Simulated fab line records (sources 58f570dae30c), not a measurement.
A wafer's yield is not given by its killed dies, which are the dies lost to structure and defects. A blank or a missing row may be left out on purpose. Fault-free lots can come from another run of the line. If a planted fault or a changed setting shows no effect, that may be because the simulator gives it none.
fab line records	flow berkeleyCmos170
record: lots: 5	wafers: 15	lastDay: 13
route steps=331 shown NSD@198 BACKSIDE@199 SDANNEAL@204 PSD@206 PLDD@208 NLDD@209 SILICIDE@210 CONTACT@216
lots untouched by any fault: they come from a run of this same line in which no faults occurred
startH: the number of hours between the record's first day and the start of the first shown wafer of the lot	waitH: hours elapsed since this lot's preceding step	" the same as in the row above	L1.1+2: a row that stands for several wafers	- no value present, or no start provided	* or withheld: withheld	< > ~ a bound
route shown NAME@n: a module of which the file shows steps, and the number in the route of the first	usual: the fault-free wafers' mean and standard deviation	same: alike in all rows	chamber/n: place in a boat	sites: readings site by site	_std_site: the standard deviation of these	_edge_site: inner sites' mean taken away from outer sites' mean	radiusMm: for every site, how far away it sits from the centre of the wafer	mask NAME#n: copy n	behind: the last tool/chamber to shape the wafer	hold: cause of the lot's hold/its duration in hours/its outcome	device: transistor that didn't switch, given as n, p or np	end of line: tests run on the same wafers once the route is complete	a step without rows: its recipe alone	killed: dies lost to structure and defects at the first sort, not the wafer's yield	map: the dies of a wafer, with x for killed, . for not killed, _ for no die there
set.NAME: the setting the step ran with; set.NAME@STEP: the setting that earlier step ran with	model.NAME: the simulator's own value behind a step, which no gauge read
lots at some steps of the route; a table a step, a row a wafer
services: a tool's chamber out of use, with start hour (startH, from the record's first day; less than 0 if before it), hours out, and reason
== steps ==
step: UCB170_NSD_CLEAN_11
recipe: chemistry: SPM	tempC: 120	timeS: 600
usual: bathGuardTempC: 119.9/0.44
lot.wafer	tool	chamber	startH	waitH	bathGuardTempC
L082.2	wetBench-01	3	223.83	0.0	120.5
L082.3	"	3	"	"	120.2
L082.6	"	3	"	"	120.5
L084.1	wetBench-01	2	233.50	0.2	120.1
L084.3	"	2	"	"	119.9
L084.6	"	2	"	"	120.2
L090.1	wetBench-01	1	258.45	0.1	118.9
L090.3	"	1	"	"	119.1
L090.4	"	1	"	"	119.3
L097.2	wetBench-03	3	296.96	0.0	119.5
L097.3	"	3	"	"	119.5
L097.5	"	3	"	"	119.5
L096.3	wetBench-03	3	297.20	0.0	120.0
L096.5	"	3	"	"	119.5
L096.6	"	3	"	"	119.7
step: UCB170_BACKSIDE_HMDS_00
recipe: primeTimeS: 60	primeTempC: 100
lot.wafer	tool	chamber	startH	waitH
L082.2+3+6	lithoTrack-03	0	224.03	0.0
L084.1+3+6	lithoTrack-04	0	233.69	0.0
L090.1+3+4	lithoTrack-04	0	258.71	0.1
L097.2+3+5	lithoTrack-03	0	297.16	0.0
L096.3+5+6	lithoTrack-04	0	297.43	0.1
step: UCB170_BACKSIDE_COAT_01
recipe: resist: KrF	spinRpm: 1500	resistThkNm: 900
lot.wafer	tool	chamber	startH	waitH
L082.2+3+6	lithoTrack-03	0	224.18	0.1
L084.1+3+6	lithoTrack-04	0	233.84	0.1
L090.1+3+4	lithoTrack-04	0	258.86	0.1
L097.2+3+5	lithoTrack-03	0	297.31	0.1
L096.3+5+6	lithoTrack-04	0	297.58	0.1
step: UCB170_BACKSIDE_SOFTBAKE_02
recipe: resist: KrF	tempC: 130	timeS: 60
lot.wafer	tool	chamber	startH	waitH
L082.2+3+6	lithoTrack-03	0	224.33	0.1
L084.1+3+6	lithoTrack-04	0	233.99	0.1
L090.1+3+4	lithoTrack-04	0	259.01	0.1
L097.2+3+5	lithoTrack-03	0	297.46	0.1
L096.3+5+6	lithoTrack-04	0	297.73	0.1
step: UCB170_BACKSIDE_STRIP_03
recipe: chemistry: O2	powerW: 400	pressureMtorr: 3500	platenTempC: withheld	o2FlowSccm: 400	overashFraction: 0.5
usual: drypumpMotorCurrentA: 5.7/0.48	oesProductAu: 0.734/0.004	stripTimeToEndpointS: 21.95/0.061
lot.wafer	tool	chamber	startH	waitH	drypumpMotorCurrentA	oesProductAu	rfHoursCounterH	stripTimeToEndpointS
L082.2	plasmaAsher-03	0	224.45	0.1	5.1	0.732	48	21.86
L082.3	"	0	"	"	5.1	0.734	-	21.95
L082.6	"	1	"	"	5.6	0.737	-	21.97
L084.1	plasmaAsher-03	1	234.14	0.1	5.6	0.732	49	21.93
L084.3	"	1	"	"	5.6	0.736	-	22.00
L084.6	"	1	"	"	5.6	0.732	-	21.91
L090.1	plasmaAsher-02	1	259.16	0.1	5.2	0.733	48	21.92
L090.3	"	0	"	"	6.5	0.745	-	22.00
L090.4	"	1	"	"	5.2	0.733	-	21.92
L097.2	plasmaAsher-03	1	297.59	0.1	5.6	0.732	57	22.07
L097.3	"	0	"	"	5.2	0.735	-	22.04
L097.5	"	0	"	"	5.1	0.737	-	22.04
L096.3	plasmaAsher-02	1	297.86	0.1	5.2	0.731	-	21.96
L096.5	"	1	"	"	5.2	0.734	-	21.86
L096.6	"	0	"	"	6.5	0.728	-	21.96
step: UCB170_BACKSIDE_CLEAN_04
recipe: chemistry: SPM	tempC: 120	timeS: 600
usual: bathGuardTempC: 119.9/0.57
lot.wafer	tool	chamber	startH	waitH	bathGuardTempC
L082.2	wetBench-01	3	224.73	0.2	120.0
L082.3	"	3	"	"	120.5
L082.6	"	3	"	"	120.4
L084.1	wetBench-01	1	234.39	0.2	119.0
L084.3	"	1	"	"	118.9
L084.6	"	1	"	"	119.0
L090.1	wetBench-01	1	259.26	0.1	119.1
L090.3	"	1	"	"	119.1
L090.4	"	1	"	"	119.0
L096.3	wetBench-01	3	299.52	1.6	120.3
L096.5	"	3	"	"	120.1
L096.6	"	3	"	"	120.5
L097.2	wetBench-01	1	299.52	1.9	119.1
L097.3	"	1	"	"	119.4
L097.5	"	1	"	"	118.9
step: UCB170_SDANNEAL_RTA_00
recipe: tempC: 900	timeS: 10	ambient: N2
usual: lampPowerPct: 23.7/1.6	wafer_temp_C_max: 903.3/0.66
lot.wafer	tool	chamber	startH	waitH	lampPowerPct	wafer_temp_C_max
L082.2	rtpAnneal-02	0	224.91	0.0	22.4	903.3
L082.3	"	0	"	"	22.4	903.0
L082.6	"	0	"	"	22.4	904.1
L084.1	rtpAnneal-02	0	234.57	0.0	22.4	903.9
L084.3	"	0	"	"	22.4	904.1
L084.6	"	0	"	"	22.4	903.4
L090.1	rtpAnneal-01	0	259.45	0.0	25.7	903.1
L090.3	"	0	"	"	25.7	902.7
L090.4	"	0	"	"	25.7	901.9
L097.2	rtpAnneal-02	0	299.72	0.0	22.4	903.6
L097.3	"	0	"	"	22.4	904.4
L097.5	"	0	"	"	22.4	903.0
L096.3	rtpAnneal-01	0	299.73	0.0	25.6	903.8
L096.5	"	0	"	"	25.7	903.2
L096.6	"	0	"	"	25.6	902.6
step: UCB170_SDANNEAL_RTA_01
recipe: tempC: 1050	timeS: 5	ambient: N2
usual: lampPowerPct: 36.7/2.5	wafer_temp_C_max: 1053.8/0.85
lot.wafer	tool	chamber	startH	waitH	lampPowerPct	wafer_temp_C_max
L082.2	rtpAnneal-02	0	224.98	0.1	34.6	1054.7
L082.3	"	0	"	"	34.5	1054.3
L082.6	"	0	"	"	34.6	1054.8
L084.1	rtpAnneal-02	0	234.63	0.1	34.6	1053.2
L084.3	"	0	"	"	34.6	1054.6
L084.6	"	0	"	"	34.6	1053.5
L090.1	rtpAnneal-01	0	259.52	0.1	39.6	1053.8
L090.3	"	0	"	"	39.6	1052.9
L090.4	"	0	"	"	39.6	1052.9
L097.2	rtpAnneal-02	0	299.78	0.1	34.6	1053.9
L097.3	"	0	"	"	34.6	1052.6
L097.5	"	0	"	"	34.5	1055.2
L096.3	rtpAnneal-01	0	299.79	0.1	39.6	1051.4
L096.5	"	0	"	"	39.6	1052.3
L096.6	"	0	"	"	39.6	1052.3
step: UCB170_SDANNEAL_RS_MEAS_02
recipe: thkMeasGauge: four-point-probe
usual: PSD_RS: 75.5/0.33
lot.wafer	tool	chamber	startH	waitH	PSD_RS[ohm/sq]
L082.2	filmMetro-04	-	225.05	0.1	75.1
L082.3	"	-	"	"	75.6
L082.6	"	-	"	"	75.6
L084.1	filmMetro-01	-	234.69	0.0	75.1
L084.3	"	-	"	"	75.0
L084.6	"	-	"	"	75.3
L090.1	filmMetro-03	-	259.58	0.0	75.4
L090.3	"	-	"	"	75.7
L090.4	"	-	"	"	75.7
L097.2	filmMetro-04	-	299.85	0.1	75.8
L097.3	"	-	"	"	75.7
L097.5	"	-	"	"	75.9
L096.3	filmMetro-03	-	299.87	0.1	75.6
L096.5	"	-	"	"	75.3
L096.6	"	-	"	"	75.3
step: UCB170_SDANNEAL_RS_MEAS_03
recipe: thkMeasGauge: four-point-probe
usual: NSD_RS: 37.29/0.085
lot.wafer	tool	chamber	startH	waitH	NSD_RS[ohm/sq]
L082.2	filmMetro-04	-	225.17	0.1	37.38
L082.3	"	-	"	"	37.36
L082.6	"	-	"	"	37.31
L084.1	filmMetro-01	-	234.81	0.1	37.35
L084.3	"	-	"	"	37.34
L084.6	"	-	"	"	37.25
L090.1	filmMetro-03	-	259.70	0.1	37.27
L090.3	"	-	"	"	37.31
L090.4	"	-	"	"	37.17
L097.2	filmMetro-04	-	299.97	0.1	37.35
L097.3	"	-	"	"	37.28
L097.5	"	-	"	"	37.35
L096.3	filmMetro-03	-	299.99	0.1	37.34
L096.5	"	-	"	"	37.23
L096.6	"	-	"	"	37.19
step: UCB170_SDANNEAL_RS_MEAS_04
recipe: thkMeasGauge: four-point-probe
usual: PLDD_RS: 1031.9/2.9
lot.wafer	tool	chamber	startH	waitH	PLDD_RS[ohm/sq]
L082.2	filmMetro-04	-	225.29	0.1	1030.7
L082.3	"	-	"	"	1031.2
L082.6	"	-	"	"	1032.8
L084.1	filmMetro-01	-	234.93	0.1	1033.7
L084.3	"	-	"	"	1032.1
L084.6	"	-	"	"	1035.4
L090.1	filmMetro-03	-	259.82	0.1	1036.1
L090.3	"	-	"	"	1030.3
L090.4	"	-	"	"	1034.8
L097.2	filmMetro-04	-	300.09	0.1	1037.8
L097.3	"	-	"	"	1038.7
L097.5	"	-	"	"	1035.0
L096.3	filmMetro-03	-	300.11	0.1	1031.6
L096.5	"	-	"	"	1030.5
L096.6	"	-	"	"	1033.5
step: UCB170_SDANNEAL_RS_MEAS_05
recipe: thkMeasGauge: four-point-probe
usual: NLDD_RS: 616.5/1.4
lot.wafer	tool	chamber	startH	waitH	NLDD_RS[ohm/sq]
L082.2	filmMetro-04	-	225.41	0.1	618.1
L082.3	"	-	"	"	617.4
L082.6	"	-	"	"	619.7
L084.1	filmMetro-01	-	235.05	0.1	615.4
L084.3	"	-	"	"	614.8
L084.6	"	-	"	"	616.1
L090.1	filmMetro-03	-	259.94	0.1	617.9
L090.3	"	-	"	"	620.2
L090.4	"	-	"	"	617.5
L097.2	filmMetro-04	-	300.21	0.1	616.8
L097.3	"	-	"	"	615.5
L097.5	"	-	"	"	615.4
L096.3	filmMetro-03	-	300.23	0.1	615.4
L096.5	"	-	"	"	613.9
L096.6	"	-	"	"	616.6
step: UCB170_SILICIDE_PRE_CLEAN_00
recipe: gas: Ar	precleanEtchTimeS: 60
same: precleanEtchTimeS: 60
lot.wafer	tool	chamber	startH	waitH
L082.2+3+6	pvdSputter-03	-	225.51	0.1
L084.1+3+6	pvdSputter-01	-	235.17	0.1
L090.1+3+4	pvdSputter-03	-	260.06	0.1
L096.3+5+6	pvdSputter-01	-	300.31	0.1
L097.2+3+5	pvdSputter-03	-	300.31	0.1
step: UCB170_SILICIDE_SPUTTER_01
recipe: material: Ti	targetThkNm: 30	timeS: 25	powerW: 1557	chamberPressurePa: 0.5
usual: cathodeDcPowerW: 1557.0/0.25	throttleValvePct: 30.3/1.1
lot.wafer	tool	chamber	startH	waitH	cathodeDcPowerW	throttleValvePct
L082.2	pvdSputter-03	-	225.57	0.0	1556.8	31.9
L082.3	"	-	"	"	1557.4	29.1
L082.6	"	-	"	"	1556.7	31.4
L084.1	pvdSputter-01	-	235.24	0.0	1557.0	30.1
L084.3	"	-	"	"	1556.7	30.2
L084.6	"	-	"	"	1557.3	30.7
L090.1	pvdSputter-03	-	260.12	0.0	1556.9	28.9
L090.3	"	-	"	"	1557.0	29.1
L090.4	"	-	"	"	1556.9	31.0
L096.3	pvdSputter-01	-	300.38	0.0	1557.2	30.2
L096.5	"	-	"	"	1557.0	31.0
L096.6	"	-	"	"	1556.7	30.2
L097.2	pvdSputter-03	-	300.38	0.0	1556.8	29.0
L097.3	"	-	"	"	1557.3	29.0
L097.5	"	-	"	"	1556.9	29.0
step: UCB170_SILICIDE_RS_MEAS_02
recipe: thkMeasGauge: four-point-probe	reads: Ti_of_SILICIDE_SPUTTER_01
usual: SILICIDE_TI_RS: 25.03/0.28
lot.wafer	tool	chamber	startH	waitH	SILICIDE_TI_RS[ohm/sq]
L082.2	filmMetro-02	-	225.67	0.1	24.93
L082.3	"	-	"	"	25.10
L082.6	"	-	"	"	24.87
L084.1	filmMetro-02	-	235.27	0.0	24.92
L084.3	"	-	"	"	24.87
L084.6	"	-	"	"	25.13
L090.1	filmMetro-02	-	260.15	0.0	24.82
L090.3	"	-	"	"	25.27
L090.4	"	-	"	"	24.60
L097.2	filmMetro-02	-	300.43	0.0	24.96
L097.3	"	-	"	"	25.16
L097.5	"	-	"	"	25.18
L096.3	filmMetro-03	-	300.50	0.1	25.25
L096.5	"	-	"	"	25.57
L096.6	"	-	"	"	25.13
step: UCB170_SILICIDE_THK_MEAS_03
recipe: thkMeasGauge: xrf	reads: Ti_of_SILICIDE_SPUTTER_01
usual: SILICIDE_TI_THK: 31.6/0.35
lot.wafer	tool	chamber	startH	waitH	SILICIDE_TI_THK[nm]
L082.2	filmMetro-02	-	225.78	0.1	31.8
L082.3	"	-	"	"	31.6
L082.6	"	-	"	"	31.7
L084.1	filmMetro-02	-	235.39	0.1	31.8
L084.3	"	-	"	"	31.6
L084.6	"	-	"	"	31.4
L090.1	filmMetro-02	-	260.27	0.1	31.9
L090.3	"	-	"	"	31.6
L090.4	"	-	"	"	32.3
L097.2	filmMetro-02	-	300.54	0.1	31.7
L097.3	"	-	"	"	31.5
L097.5	"	-	"	"	31.5
L096.3	filmMetro-03	-	300.60	0.1	31.6
L096.5	"	-	"	"	31.1
L096.6	"	-	"	"	31.5
step: UCB170_SILICIDE_RTA_04
recipe: tempC: 650	timeS: 15	ambient: N2
usual: lampPowerPct: 10.4/0.7	wafer_temp_C_max: 652.3/0.51
lot.wafer	tool	chamber	startH	waitH	lampPowerPct	wafer_temp_C_max
L082.2	rtpAnneal-02	0	225.84	0.1	9.6	652.8
L082.3	"	0	"	"	9.6	652.5
L082.6	"	0	"	"	9.6	653.0
L084.1	rtpAnneal-02	0	235.45	0.1	9.6	651.6
L084.3	"	0	"	"	9.6	653.0
L084.6	"	0	"	"	9.6	652.4
L090.1	rtpAnneal-01	0	260.33	0.1	11.0	651.7
L090.3	"	0	"	"	11.0	651.9
L090.4	"	0	"	"	11.0	651.9
L097.2	rtpAnneal-02	0	300.60	0.1	9.6	651.5
L097.3	"	0	"	"	9.6	653.4
L097.5	"	0	"	"	9.6	652.8
L096.3	rtpAnneal-01	0	300.66	0.1	11.0	652.0
L096.5	"	0	"	"	11.0	652.2
L096.6	"	0	"	"	11.0	652.1
step: UCB170_SILICIDE_WET_ETCH_05
recipe: chemistry: SPM	timeS: 45	tempC: 120	target: Ti
usual: bathGuardTempC: 119.9/0.52
lot.wafer	tool	chamber	startH	waitH	bathGuardTempC
L082.2	wetBench-01	3	225.95	0.1	120.5
L082.3	"	3	"	"	120.6
L082.6	"	3	"	"	120.0
L084.1	wetBench-03	3	235.71	0.2	119.4
L084.3	"	3	"	"	119.5
L084.6	"	3	"	"	120.0
L090.1	wetBench-01	3	260.41	0.1	120.4
L090.3	"	3	"	"	120.4
L090.4	"	3	"	"	120.7
L097.2	wetBench-03	0	300.66	0.1	119.7
L097.3	"	0	"	"	120.1
L097.5	"	0	"	"	120.1
L096.3	wetBench-03	2	300.71	0.0	121.0
L096.5	"	2	"	"	121.0
L096.6	"	2	"	"	121.1
step: UCB170_CONTACT_CLEAN_00
recipe: chemistry: SPM	tempC: 120	timeS: 600
usual: bathGuardTempC: 119.9/0.44
lot.wafer	tool	chamber	startH	waitH	bathGuardTempC
L082.2	wetBench-01	0	225.97	0.0	119.8
L082.3	"	0	"	"	120.0
L082.6	"	0	"	"	120.1
L084.1	wetBench-03	0	235.73	0.0	119.8
L084.3	"	0	"	"	119.9
L084.6	"	0	"	"	120.0
L090.1	wetBench-01	0	260.43	0.0	120.4
L090.3	"	0	"	"	120.1
L090.4	"	0	"	"	120.3
L097.2	wetBench-04	1	300.68	0.0	120.1
L097.3	"	1	"	"	119.8
L097.5	"	1	"	"	120.1
L096.3	wetBench-03	1	300.73	0.0	119.8
L096.5	"	1	"	"	119.9
L096.6	"	1	"	"	119.6
step: UCB170_CONTACT_CVD_01
recipe: material: PSG	targetThkNm: 700	tempC: 450	precursor: SiH4/O2/PH3	timeS: 2820	pressureMtorr: 300	sih4FlowSccm: 60	o2FlowSccm: 90	ph3FlowSccm: 25
usual: zonePowerCentrePct: 20.0/2
lot.wafer	tool	chamber	startH	waitH	zonePowerCentrePct
L082.2	lpcvd-01	1	227.60	1.5	18.2
L082.3	"	1	"	"	18.1
L082.6	"	1	"	"	18.4
L084.1	lpcvd-01	1	235.90	0.0	18.7
L084.3	"	1	"	"	18.2
L084.6	"	1	"	"	18.7
L090.1	lpcvd-02	0	260.62	0.0	22.1
L090.3	"	0	"	"	22.2
L090.4	"	0	"	"	22.2
L097.2	lpcvd-01	0	300.86	0.0	21.4
L097.3	"	0	"	"	21.6
L097.5	"	0	"	"	21.2
L096.3	lpcvd-02	0	300.91	0.0	22.1
L096.5	"	0	"	"	22.5
L096.6	"	0	"	"	22.0
step: UCB170_CONTACT_THK_MEAS_02
recipe: reads: PSG_of_CONTACT_CVD_01
usual: CONTACT_PSG_THK: 697/5.3
lot.wafer	tool	chamber	startH	waitH	CONTACT_PSG_THK[nm]
L082.2	filmMetro-04	-	229.39	0.0	702
L082.3	"	-	"	"	697
L082.6	"	-	"	"	696
L084.1	filmMetro-04	-	238.58	0.0	692
L084.3	"	-	"	"	697
L084.6	"	-	"	"	692
L090.1	filmMetro-01	-	262.41	0.0	694
L090.3	"	-	"	"	697
L090.4	"	-	"	"	699
L097.2	filmMetro-02	-	302.65	0.0	694
L097.3	"	-	"	"	690
L097.5	"	-	"	"	696
L096.3	filmMetro-04	-	302.71	0.0	695
L096.5	"	-	"	"	691
L096.6	"	-	"	"	694
step: UCB170_CONTACT_HMDS_03
recipe: primeTimeS: 60	primeTempC: 100
lot.wafer	tool	chamber	startH	waitH
L082.2+3+6	lithoTrack-03	0	229.47	0.1
L084.1+3+6	lithoTrack-03	0	238.82	0.2
L090.1+3+4	lithoTrack-04	0	262.47	0.1
L097.2+3+5	lithoTrack-03	0	302.73	0.1
L096.3+5+6	lithoTrack-01	0	302.80	0.1
step: UCB170_CONTACT_COAT_04
recipe: resist: KrF	spinRpm: 1500	resistThkNm: 900
lot.wafer	tool	chamber	startH	waitH
L082.2+3+6	lithoTrack-03	0	229.62	0.1
L084.1+3+6	lithoTrack-03	0	238.97	0.1
L090.1+3+4	lithoTrack-04	0	262.62	0.1
L097.2+3+5	lithoTrack-03	0	302.88	0.1
L096.3+5+6	lithoTrack-01	0	302.95	0.1
step: UCB170_CONTACT_SOFTBAKE_05
recipe: resist: KrF	tempC: 130	timeS: 60
lot.wafer	tool	chamber	startH	waitH
L082.2+3+6	lithoTrack-03	0	229.77	0.1
L084.1+3+6	lithoTrack-03	0	239.12	0.1
L090.1+3+4	lithoTrack-04	0	262.77	0.1
L097.2+3+5	lithoTrack-03	0	303.03	0.1
L096.3+5+6	lithoTrack-01	0	303.10	0.1
step: UCB170_CONTACT_STRIP_06
recipe: chemistry: O2	powerW: 400	pressureMtorr: 3500	platenTempC: withheld	o2FlowSccm: 400	overashFraction: 0.5
usual: drypumpMotorCurrentA: 6.0/0.51	oesProductAu: 0.734/0.0045	stripTimeToEndpointS: 21.96/0.057
lot.wafer	tool	chamber	startH	waitH	drypumpMotorCurrentA	oesProductAu	rfHoursCounterH	stripTimeToEndpointS
L082.2	plasmaAsher-04	0	229.89	0.1	5.9	0.734	11	21.94
L082.3	"	0	"	"	5.9	0.732	-	21.92
L082.6	"	0	"	"	5.9	0.745	-	22.00
L084.1	plasmaAsher-04	1	239.27	0.1	5.9	0.729	12	22.00
L084.3	"	1	"	"	5.9	0.738	-	21.99
L084.6	"	0	"	"	5.9	0.732	-	21.96
L090.1	plasmaAsher-03	0	262.92	0.1	5.1	0.742	52	22.05
L090.3	"	0	"	"	5.1	0.732	-	21.95
L090.4	"	1	"	"	5.5	0.726	-	21.97
L097.2	plasmaAsher-03	0	303.15	0.1	5.1	0.736	58	21.94
L097.3	"	0	"	"	5.1	0.730	-	21.85
L097.5	"	1	"	"	5.6	0.734	-	21.94
L096.3	plasmaAsher-01	0	303.23	0.1	6.5	0.739	-	22.00
L096.5	"	0	"	"	6.5	0.738	-	21.98
L096.6	"	1	"	"	6.6	0.741	-	22.03
step: UCB170_CONTACT_CLEAN_07
recipe: chemistry: SPM	tempC: 120	timeS: 600
usual: bathGuardTempC: 120.0/0.41
lot.wafer	tool	chamber	startH	waitH	bathGuardTempC
L082.2	wetBench-01	2	230.09	0.2	120.0
L082.3	"	2	"	"	120.3
L082.6	"	2	"	"	120.0
L084.1	wetBench-01	2	239.42	0.1	120.0
L084.3	"	2	"	"	119.8
L084.6	"	2	"	"	120.2
L090.1	wetBench-03	0	263.02	0.1	119.8
L090.3	"	0	"	"	120.0
L090.4	"	0	"	"	119.8
L096.3	wetBench-01	0	304.07	0.8	119.9
L096.5	"	0	"	"	120.2
L096.6	"	0	"	"	120.4
L097.2	wetBench-01	2	304.07	0.9	119.6
L097.3	"	2	"	"	120.0
L097.5	"	2	"	"	120.1
step: UCB170_CONTACT_RTA_08
recipe: tempC: 900	timeS: 10	ambient: N2
usual: lampPowerPct: 24.0/1.6	wafer_temp_C_max: 903.3/0.78
lot.wafer	tool	chamber	startH	waitH	lampPowerPct	wafer_temp_C_max
L082.2	rtpAnneal-01	0	230.27	0.0	25.6	902.7
L082.3	"	0	"	"	25.6	902.3
L082.6	"	0	"	"	25.6	901.8
L084.1	rtpAnneal-01	0	239.60	0.0	25.6	903.4
L084.3	"	0	"	"	25.7	901.8
L084.6	"	0	"	"	25.7	903.4
L090.1	rtpAnneal-02	0	263.19	0.0	22.4	904.3
L090.3	"	0	"	"	22.4	903.2
L090.4	"	0	"	"	22.4	903.7
L097.2	rtpAnneal-02	0	304.27	0.0	22.4	904.0
L097.3	"	0	"	"	22.4	903.1
L097.5	"	0	"	"	22.4	903.2
L096.3	rtpAnneal-01	0	304.28	0.0	25.6	903.3
L096.5	"	0	"	"	25.6	902.7
L096.6	"	0	"	"	25.6	902.0
step: UCB170_CONTACT_COAT_09
recipe: resist: BARC	tempC: withheld	timeS: withheld	spinRpm: 3000	resistThkNm: withheld
lot.wafer	tool	chamber	startH	waitH
L082.2+3+6	lithoTrack-04	0	230.97	0.7
L084.1+3+6	lithoTrack-04	0	239.87	0.3
L090.1+3+4	lithoTrack-04	0	263.82	0.6
L097.2+3+5	lithoTrack-01	0	304.35	0.1
L096.3+5+6	lithoTrack-03	0	304.56	0.3
step: UCB170_CONTACT_COAT_10
recipe: resist: KrF	spinRpm: 1500	resistThkNm: 900
lot.wafer	tool	chamber	startH	waitH
L082.2+3+6	lithoTrack-04	0	-	-
L084.1+3+6	lithoTrack-04	0	-	-
L090.1+3+4	lithoTrack-04	0	-	-
L097.2+3+5	lithoTrack-01	0	-	-
L096.3+5+6	lithoTrack-03	0	-	-
step: UCB170_CONTACT_SOFTBAKE_11
recipe: resist: KrF	tempC: 130	timeS: 58.87
lot.wafer	tool	chamber	startH	waitH
L082.2+3+6	lithoTrack-04	0	-	-
L084.1+3+6	lithoTrack-04	0	-	-
L090.1+3+4	lithoTrack-04	0	-	-
L097.2+3+5	lithoTrack-01	0	-	-
L096.3+5+6	lithoTrack-03	0	-	-
step: UCB170_CONTACT_EXPOSE_12
recipe: maskId: CONT	targetCdNm: 700	na: 0.5	sigmaOuter: 0.6	sourceShape: conventional	doseMj: 35
lot.wafer	tool	chamber	startH	waitH	mask
L082.2+3+6	krfScanner-02	0	231.54	-	CONT#0
L084.1+3+6	krfScanner-02	0	240.32	-	CONT#0
L090.1+3+4	krfScanner-02	0	264.27	-	CONT#0
L097.2+3+5	krfScanner-02	0	304.92	-	CONT#0
L096.3+5+6	krfScanner-01	0	305.18	-	CONT#0
step: UCB170_CONTACT_PEB_13
recipe: pebTempC: 130	pebTimeS: withheld	resist: KrF
lot.wafer	tool	chamber	startH	waitH
L082.2+3+6	lithoTrack-04	0	232.24	0.7
L084.1+3+6	lithoTrack-04	0	240.60	0.3
L090.1+3+4	lithoTrack-04	0	264.82	0.5
L097.2+3+5	lithoTrack-03	0	305.26	0.3
L096.3+5+6	lithoTrack-01	0	305.55	0.4
step: UCB170_CONTACT_DEVELOP_14
recipe: developer: TMAH	developTimeS: 45	resist: KrF	devTempC: 21
same: developTimeS: 45
lot.wafer	tool	chamber	startH	waitH
L082.2+3+6	lithoTrack-04	0	-	-
L084.1+3+6	lithoTrack-04	0	-	-
L090.1+3+4	lithoTrack-04	0	-	-
L097.2+3+5	lithoTrack-03	0	-	-
L096.3+5+6	lithoTrack-01	0	-	-
== services ==
tool	chamber	startH	hours	kind
plasmaAsher-03	-	211.06	1.3	repair
krfScanner-02	-	230.38	0.1	repair
krfScanner-01	-	233.61	0.3	repair
wetBench-01	-	252.19	1.9	repair
krfScanner-02	-	261.75	-	calibration
krfScanner-02	0	283.92	-	calibration
wetBench-03	-	288.53	2.4	repair
krfScanner-02	-	295.78	0.2	repair
krfScanner-02	-	297.11	1.0	pm
== key ==
fault none
